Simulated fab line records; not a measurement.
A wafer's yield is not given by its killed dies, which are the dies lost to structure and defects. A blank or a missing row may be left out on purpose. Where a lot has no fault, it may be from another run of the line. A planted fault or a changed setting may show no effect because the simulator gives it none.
Check of tool commonality || flow rit-cmos || 39 wafers sampled across 13 lots

## REASON FOR OPENING
Of 13 lots, 3 have the reading M1_AL_RS flagged at RIT_M1_RS_MEAS_01. Wafers without a fault read 0.0734 ohm/sq, standard deviation 0.00087.
Rule: a lot is flagged in two cases, either no wafer of it has a number, or all its wafers with numbers fall more than 4 standard deviations from that mean. The other lots count as sound.

{"lot": "L326", "measured": "day 3 21:57", "on": "film-metro-02", "M1_AL_RS (ohm/sq), wafer by wafer": "0.0739 0.0731 0.0730", "flag": ""}
{"lot": "L327", "measured": "day 4 01:47", "on": "film-metro-04", "M1_AL_RS (ohm/sq), wafer by wafer": "0.0725 0.0719 0.0725", "flag": ""}
{"lot": "L328", "measured": "day 4 04:33", "on": "film-metro-04", "M1_AL_RS (ohm/sq), wafer by wafer": "0.0734 0.0739 0.0748", "flag": ""}
{"lot": "L332", "measured": "day 5 06:04", "on": "film-metro-02", "M1_AL_RS (ohm/sq), wafer by wafer": "0.0728 0.0731 0.0741", "flag": ""}
{"lot": "L336", "measured": "day 6 11:18", "on": "film-metro-04", "M1_AL_RS (ohm/sq), wafer by wafer": "0.0793 0.0781 0.0796", "flag": "FLAGGED"}
{"lot": "L337", "measured": "day 6 17:44", "on": "film-metro-01", "M1_AL_RS (ohm/sq), wafer by wafer": "0.0799 0.0793 0.0792", "flag": "FLAGGED"}
{"lot": "L338", "measured": "day 7 03:10", "on": "film-metro-01", "M1_AL_RS (ohm/sq), wafer by wafer": "0.0805 0.0793 0.0809", "flag": "FLAGGED"}
{"lot": "L340", "measured": "day 7 08:46", "on": "film-metro-01", "M1_AL_RS (ohm/sq), wafer by wafer": "0.0741 0.0750 0.0737", "flag": ""}
{"lot": "L343", "measured": "day 7 18:44", "on": "film-metro-04", "M1_AL_RS (ohm/sq), wafer by wafer": "0.0726 0.0718 0.0729", "flag": ""}
{"lot": "L342", "measured": "day 7 18:47", "on": "film-metro-01", "M1_AL_RS (ohm/sq), wafer by wafer": "0.0735 0.0742 0.0729", "flag": ""}
{"lot": "L344", "measured": "day 8 05:45", "on": "film-metro-04", "M1_AL_RS (ohm/sq), wafer by wafer": "0.0712 0.0722 0.0723", "flag": ""}
{"lot": "L346", "measured": "day 8 05:56", "on": "film-metro-02", "M1_AL_RS (ohm/sq), wafer by wafer": "0.0735 0.0735 0.0747", "flag": ""}
{"lot": "L348", "measured": "day 8 10:20", "on": "film-metro-02", "M1_AL_RS (ohm/sq), wafer by wafer": "0.0739 0.0725 0.0737", "flag": ""}
The mean of the flagged lots' numbers is 0.0796 ohm/sq, +0.0062 ohm/sq from the usual (+7 standard deviations).

## EACH LOT AND THE TOOL IT RAN ON
The record holds 3 process steps before the reading, out of a route of 202 steps. Cell contents, in order: the tool; ch with the chambers the sampled wafers went through; the start.
{"lot": "L326", "flag": "", "RIT_NRETRO_STRIP_09": "plasma-asher-03 ch 0,1, day 2 17:33", "RIT_PLDD_STRIP_09": "plasma-asher-03 ch 0,1, day 3 12:07", "RIT_M1_SPUTTER_00": "pvd-sputter-01, day 3 21:37"}
{"lot": "L327", "flag": "", "RIT_NRETRO_STRIP_09": "plasma-asher-03 ch 0,1, day 2 22:22", "RIT_PLDD_STRIP_09": "plasma-asher-02 ch 0,1, day 3 15:52", "RIT_M1_SPUTTER_00": "pvd-sputter-01, day 4 01:30"}
{"lot": "L328", "flag": "", "RIT_NRETRO_STRIP_09": "plasma-asher-03 ch 0,1, day 3 02:25", "RIT_PLDD_STRIP_09": "plasma-asher-04 ch 0,1, day 3 18:26", "RIT_M1_SPUTTER_00": "pvd-sputter-03, day 4 04:13"}
{"lot": "L332", "flag": "", "RIT_NRETRO_STRIP_09": "plasma-asher-03 ch 0,1, day 3 22:03", "RIT_PLDD_STRIP_09": "plasma-asher-04 ch 0,1, day 4 20:13", "RIT_M1_SPUTTER_00": "pvd-sputter-01, day 5 05:46"}
{"lot": "L336", "flag": "FLAGGED", "RIT_NRETRO_STRIP_09": "plasma-asher-02 ch 0,1, day 4 23:57", "RIT_PLDD_STRIP_09": "plasma-asher-04 ch 0,1, day 6 01:32", "RIT_M1_SPUTTER_00": "pvd-sputter-01, day 6 10:59"}
{"lot": "L337", "flag": "FLAGGED", "RIT_NRETRO_STRIP_09": "plasma-asher-04 ch 0,1, day 5 04:27", "RIT_PLDD_STRIP_09": "plasma-asher-04 ch 0,1, day 6 07:59", "RIT_M1_SPUTTER_00": "pvd-sputter-01, day 6 17:27"}
{"lot": "L338", "flag": "FLAGGED", "RIT_NRETRO_STRIP_09": "plasma-asher-03 ch 0,1, day 5 12:10", "RIT_PLDD_STRIP_09": "plasma-asher-02 ch 0,1, day 6 17:02", "RIT_M1_SPUTTER_00": "pvd-sputter-01, day 7 02:51"}
{"lot": "L340", "flag": "", "RIT_NRETRO_STRIP_09": "plasma-asher-04 ch 0,1, day 5 23:41", "RIT_PLDD_STRIP_09": "plasma-asher-03 ch 0,1, day 6 22:47", "RIT_M1_SPUTTER_00": "pvd-sputter-03, day 7 08:28"}
{"lot": "L343", "flag": "", "RIT_NRETRO_STRIP_09": "plasma-asher-02 ch 0,1, day 6 13:34", "RIT_PLDD_STRIP_09": "plasma-asher-03 ch 1, day 7 06:49", "RIT_M1_SPUTTER_00": "pvd-sputter-04, day 7 18:26"}
{"lot": "L342", "flag": "", "RIT_NRETRO_STRIP_09": "plasma-asher-03 ch 0, day 6 13:20", "RIT_PLDD_STRIP_09": "plasma-asher-04 ch 0,1, day 7 07:16", "RIT_M1_SPUTTER_00": "pvd-sputter-03, day 7 18:28"}
{"lot": "L344", "flag": "", "RIT_NRETRO_STRIP_09": "plasma-asher-03 ch 0, day 6 21:33", "RIT_PLDD_STRIP_09": "plasma-asher-03 ch 0,1, day 7 19:09", "RIT_M1_SPUTTER_00": "pvd-sputter-04, day 8 05:26"}
{"lot": "L346", "flag": "", "RIT_NRETRO_STRIP_09": "plasma-asher-04 ch 0,1, day 7 02:46", "RIT_PLDD_STRIP_09": "plasma-asher-04 ch 0,1, day 7 19:37", "RIT_M1_SPUTTER_00": "pvd-sputter-03, day 8 05:37"}
{"lot": "L348", "flag": "", "RIT_NRETRO_STRIP_09": "plasma-asher-02 ch 0,1, day 7 06:11", "RIT_PLDD_STRIP_09": "plasma-asher-04 ch 0,1, day 7 22:48", "RIT_M1_SPUTTER_00": "pvd-sputter-04, day 8 10:00"}
What is done by these steps:
- RIT_NRETRO_STRIP_09: strips in O2, time 180 s.
- RIT_PLDD_STRIP_09: strips in O2, time 180 s.
- RIT_M1_SPUTTER_00: material Al, target thk 400 nm, time 500 s.
- RIT_M1_RS_MEAS_01: measures by four-point-probe.

## FLAGGED OVER TOTAL, TOOL BY TOOL (the gauges that took the reading come last)
{"step": "RIT_NRETRO_STRIP_09", "tool": "plasma-asher-02", "lots run": 3, "flagged": 1, "share of the flagged lots": "some", "sound lots run after its first flagged lot": "2 (L343,L348)"}
{"step": "RIT_NRETRO_STRIP_09", "tool": "plasma-asher-03", "lots run": 7, "flagged": 1, "share of the flagged lots": "some", "sound lots run after its first flagged lot": "2 (L342,L344)"}
{"step": "RIT_NRETRO_STRIP_09", "tool": "plasma-asher-04", "lots run": 3, "flagged": 1, "share of the flagged lots": "some", "sound lots run after its first flagged lot": "2 (L340,L346)"}
{"step": "RIT_PLDD_STRIP_09", "tool": "plasma-asher-02", "lots run": 2, "flagged": 1, "share of the flagged lots": "some", "sound lots run after its first flagged lot": 0}
{"step": "RIT_PLDD_STRIP_09", "tool": "plasma-asher-03", "lots run": 4, "flagged": 0, "share of the flagged lots": "none", "sound lots run after its first flagged lot": "-"}
{"step": "RIT_PLDD_STRIP_09", "tool": "plasma-asher-04", "lots run": 7, "flagged": 2, "share of the flagged lots": "some", "sound lots run after its first flagged lot": "3 (L342,L346,L348)"}
{"step": "RIT_M1_SPUTTER_00", "tool": "pvd-sputter-01", "lots run": 6, "flagged": 3, "share of the flagged lots": "all", "sound lots run after its first flagged lot": 0}
{"step": "RIT_M1_SPUTTER_00", "tool": "pvd-sputter-03", "lots run": 4, "flagged": 0, "share of the flagged lots": "none", "sound lots run after its first flagged lot": "-"}
{"step": "RIT_M1_SPUTTER_00", "tool": "pvd-sputter-04", "lots run": 3, "flagged": 0, "share of the flagged lots": "none", "sound lots run after its first flagged lot": "-"}
{"step": "RIT_M1_RS_MEAS_01", "tool": "film-metro-01", "lots run": 4, "flagged": 2, "share of the flagged lots": "some", "sound lots run after its first flagged lot": "2 (L340,L342)"}
{"step": "RIT_M1_RS_MEAS_01", "tool": "film-metro-02", "lots run": 4, "flagged": 0, "share of the flagged lots": "none", "sound lots run after its first flagged lot": "-"}
{"step": "RIT_M1_RS_MEAS_01", "tool": "film-metro-04", "lots run": 5, "flagged": 1, "share of the flagged lots": "some", "sound lots run after its first flagged lot": "2 (L343,L344)"}

## WHAT THE TABLE ALLOWS
Rows of the table that ran each flagged lot: 1, that is pvd-sputter-01 at RIT_M1_SPUTTER_00.
- pvd-sputter-01 at RIT_M1_SPUTTER_00 ran 6 lots, 3 of them flagged. Its last sound lot is L332 (day 5 05:46), its first flagged lot L336 (day 6 10:59): a fault that began between those two fits.
What remains is a single tool, pvd-sputter-01 at RIT_M1_SPUTTER_00.

## WHAT THE SIMULATOR HAD INSERTED
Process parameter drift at RIT_M1_SPUTTER_00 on pvd-sputter-01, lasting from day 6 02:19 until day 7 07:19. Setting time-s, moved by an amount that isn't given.
Lots struck among those shown: L336, L337, L338. The rule above found the same.
